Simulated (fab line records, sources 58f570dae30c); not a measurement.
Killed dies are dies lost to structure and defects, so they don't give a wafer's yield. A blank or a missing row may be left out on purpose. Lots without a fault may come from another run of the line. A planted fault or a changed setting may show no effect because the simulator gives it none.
Split-lot experiment | flow berkeley_cmos170 | 5 lots, 23 wafers read, on a route of 331 steps

THE SPLIT
At UCB170_NSD_IMPLANT_08, the setting dose_cm2 was moved away from the recipe's 3e+15 on 11 of the 23 wafers read, by -7.4% to +3.7%. The other wafers ran this setting at the recipe's value.

FROM THE SPLIT TO THE READING: what the file shows between them, 3 steps
- UCB170_NSD_STRIP_09: strips in O2
- UCB170_NSD_CLEAN_11: cleans in SPM, time 600 s
- UCB170_SDANNEAL_RTA_01: time 5 s

THE READING
NSD_RS, in ohm/sq, at UCB170_SDANNEAL_RS_MEAS_03 (measures by four-point-probe). Fault-free wafers of this fab line usually give 37.27 ohm/sq, standard deviation 0.091 ohm/sq.

wafer  | tool, chamber at the split | dose_cm2 as run | against the recipe | NSD_RS, ohm/sq | against lot-mates on the recipe
L076.1 | implanter-04, 0            | 3e+15           | recipe             | 37.46          | -
L076.2 | implanter-04, 0            | 2.84e+15        | -5.3%              | 38.26          | +0.82
L076.3 | implanter-04, 0            | 3e+15           | recipe             | 37.51          | -
L076.4 | implanter-04, 0            | 3e+15           | recipe             | 37.36          | -
L076.6 | implanter-04, 0            | 2.84e+15        | -5.3%              | 38.38          | +0.94
L079.2 | implanter-03, 0            | 2.857e+15       | -4.8%              | 38.11          | +0.83
L079.3 | implanter-03, 0            | 3e+15           | recipe             | 37.21          | -
L079.4 | implanter-03, 0            | 3e+15           | recipe             | 37.34          | -
L079.5 | implanter-03, 0            | 2.857e+15       | -4.8%              | 38.10          | +0.82
L079.6 | implanter-03, 0            | 2.857e+15       | -4.8%              | 38.04          | +0.76
L081.1 | implanter-04, 0            | 2.778e+15       | -7.4%              | 38.63          | +1.43
L081.2 | implanter-04, 0            | 2.778e+15       | -7.4%              | 38.71          | +1.51
L081.4 | implanter-04, 0            | 2.778e+15       | -7.4%              | 38.65          | +1.45
L081.5 | implanter-04, 0            | 3e+15           | recipe             | 37.22          | -
L081.6 | implanter-04, 0            | 3e+15           | recipe             | 37.19          | -
L083.2 | implanter-02, 0            | 3.11e+15        | +3.7%              | 36.67          | -0.52
L083.3 | implanter-02, 0            | 3.11e+15        | +3.7%              | 36.64          | -0.55
L083.4 | implanter-02, 0            | 3e+15           | recipe             | 37.13          | -
L083.5 | implanter-02, 0            | 3.11e+15        | +3.7%              | 36.56          | -0.63
L083.6 | implanter-02, 0            | 3e+15           | recipe             | 37.25          | -
L085.1 | implanter-04, 0            | 3e+15           | recipe             | 37.34          | -
L085.3 | implanter-04, 0            | 3e+15           | recipe             | 37.34          | -
L085.6 | implanter-04, 0            | 3e+15           | recipe             | 37.35          | -

THE FIT
A straight line over all 23 wafers: NSD_RS changes by -0.181 ohm/sq for each +1% of dose_cm2; r = -0.99; the points scatter about the line by 0.094 ohm/sq.
The same after taking each lot's own level away (the mean of its wafers on the recipe; 23 wafers): -0.179 ohm/sq for each +1%; r = -0.99; scatter 0.081 ohm/sq.
On that fit, the largest move of dose_cm2 shifts the reading by 1.3 ohm/sq.
The lots' own levels span 37.190 to 37.443 ohm/sq, that is 2.8 times the standard deviation above.
So the lot-to-lot level changes the slope little: the two slopes agree.
Check: with one of the wafers moved furthest among these (-7.4%) left out of the fit, the line predicts +1.32 ohm/sq for it against its lot-mates. It came out at +1.43 ohm/sq against them.

OTHER SPLITS ON THESE WAFERS
These wafers also went through other splits before the reading. Each is held against what the fit with the lots' levels taken away leaves over:
other split on the same wafers | wafers away from the commonest value | r with NSD_RS (lot level and that fit taken away)
UCB170_NSD_EXPOSE_03 dose_mj   | 8                                    | -0.50

THE WHOLE CHAIN: every reading that the file lists as answering this split, in the file's order
step                       | what it does                 | reading                  | change (the file's fit)              | r (the file's)
UCB170_NSD_STRIP_09        | strips in O2                 | strip_time_to_endpoint_s | withheld for each +1% of the setting | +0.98
UCB170_SDANNEAL_RS_MEAS_03 | measures by four-point-probe | NSD_RS                   | -0.179 for each +1% of the setting   | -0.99

THE FILE'S OWN FIT
NSD_RS changes by -0.179 ohm/sq for each +1% of dose_cm2, r = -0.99.
